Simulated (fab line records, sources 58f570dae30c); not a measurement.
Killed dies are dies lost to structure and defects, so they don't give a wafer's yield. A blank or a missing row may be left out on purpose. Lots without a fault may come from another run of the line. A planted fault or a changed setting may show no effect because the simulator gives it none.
Tool commonality check | flow berkeley_cmos170 | 10 lots, 30 wafers sampled

WHY IT WAS OPENED
At UCB170_PFIELD_TW_MEAS_09 the reading PFIELD_TW is flagged on 2 of 10 lots. Wafers without a fault read 606, standard deviation 4.3.
Rule: a lot is flagged when every wafer of it that has a number lies more than 4 standard deviations from that mean, or none has a number. The other lots count as sound.

lot  | measured    | on            | PFIELD_TW, wafer by wafer | flag
L195 | day 4 22:32 | film_metro-04 | 601 600 603               |
L196 | day 5 06:49 | film_metro-01 | 608 608 607               |
L200 | day 6 07:12 | film_metro-02 | 541 542 542               | FLAGGED
L203 | day 6 12:49 | film_metro-02 | 546 543 545               | FLAGGED
L209 | day 8 09:44 | film_metro-04 | 602 602 601               |
L211 | day 8 21:23 | film_metro-01 | 611 614 616               |
L213 | day 8 22:21 | film_metro-02 | 607 603 606               |
L215 | day 9 05:25 | film_metro-02 | 610 612 612               |
L217 | day 9 23:25 | film_metro-04 | 606 602 599               |
L218 | day 9 23:41 | film_metro-01 | 609 612 606               |
The numbers of the flagged lots are 543 on average: -63 against the usual, or -15 standard deviations.

WHICH TOOL RAN EACH LOT
The record holds 1 process step before the reading, out of a route of 331 steps. In each cell: the tool, then ch and the chambers that the sampled wafers went through, then the start.
lot  | flag    | UCB170_PFIELD_IMPLANT_07
L195 |         | implanter-01 ch 0, day 4 22:18
L196 |         | implanter-03 ch 0, day 5 06:34
L200 | FLAGGED | implanter-04 ch 0, day 6 06:57
L203 | FLAGGED | implanter-04 ch 0, day 6 12:34
L209 |         | implanter-01 ch 0, day 8 09:31
L211 |         | implanter-03 ch 0, day 8 21:08
L213 |         | implanter-01 ch 0, day 8 22:06
L215 |         | implanter-01 ch 0, day 9 05:10
L217 |         | implanter-03 ch 0, day 9 23:12
L218 |         | implanter-01 ch 0, day 9 23:26
What these steps do:
- UCB170_PFIELD_IMPLANT_07
- UCB170_PFIELD_TW_MEAS_09

FLAGGED OVER TOTAL, TOOL BY TOOL (the gauges that took the reading come last)
step                     | tool          | lots run | flagged | share of the flagged lots | sound lots run after its first flagged lot
UCB170_PFIELD_IMPLANT_07 | implanter-01  | 5        | 0       | none                      | -
UCB170_PFIELD_IMPLANT_07 | implanter-03  | 3        | 0       | none                      | -
UCB170_PFIELD_IMPLANT_07 | implanter-04  | 2        | 2       | all                       | 0
UCB170_PFIELD_TW_MEAS_09 | film_metro-01 | 3        | 0       | none                      | -
UCB170_PFIELD_TW_MEAS_09 | film_metro-02 | 4        | 2       | all                       | 2 (L213,L215)
UCB170_PFIELD_TW_MEAS_09 | film_metro-04 | 3        | 0       | none                      | -

WHAT THE TABLE ALLOWS
2 rows of the table ran every flagged lot: implanter-04 at UCB170_PFIELD_IMPLANT_07, film_metro-02 at UCB170_PFIELD_TW_MEAS_09.
- implanter-04 at UCB170_PFIELD_IMPLANT_07: 2 of its 2 lots flagged. It ran no sound lot before its first flagged lot in this sample, so the start can't be narrowed down. Its own readings lie more than 4 standard deviations out on every wafer of the flagged lots: dose_ions_cm2, faraday_current_uA.
- film_metro-02 at UCB170_PFIELD_TW_MEAS_09: 2 of its 4 lots flagged. Sound lots ran on it after the first flagged one (L213, L215), which a lasting fault on the whole tool wouldn't allow.
One tool is left: implanter-04 at UCB170_PFIELD_IMPLANT_07.

WHAT THE SIMULATOR HAD PUT IN
Process parameter drift: implanter-04, from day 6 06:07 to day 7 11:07, at UCB170_PFIELD_IMPLANT_07. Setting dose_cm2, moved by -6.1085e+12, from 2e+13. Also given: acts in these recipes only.
Lots struck among those shown: L200, L203. The rule above found the same.
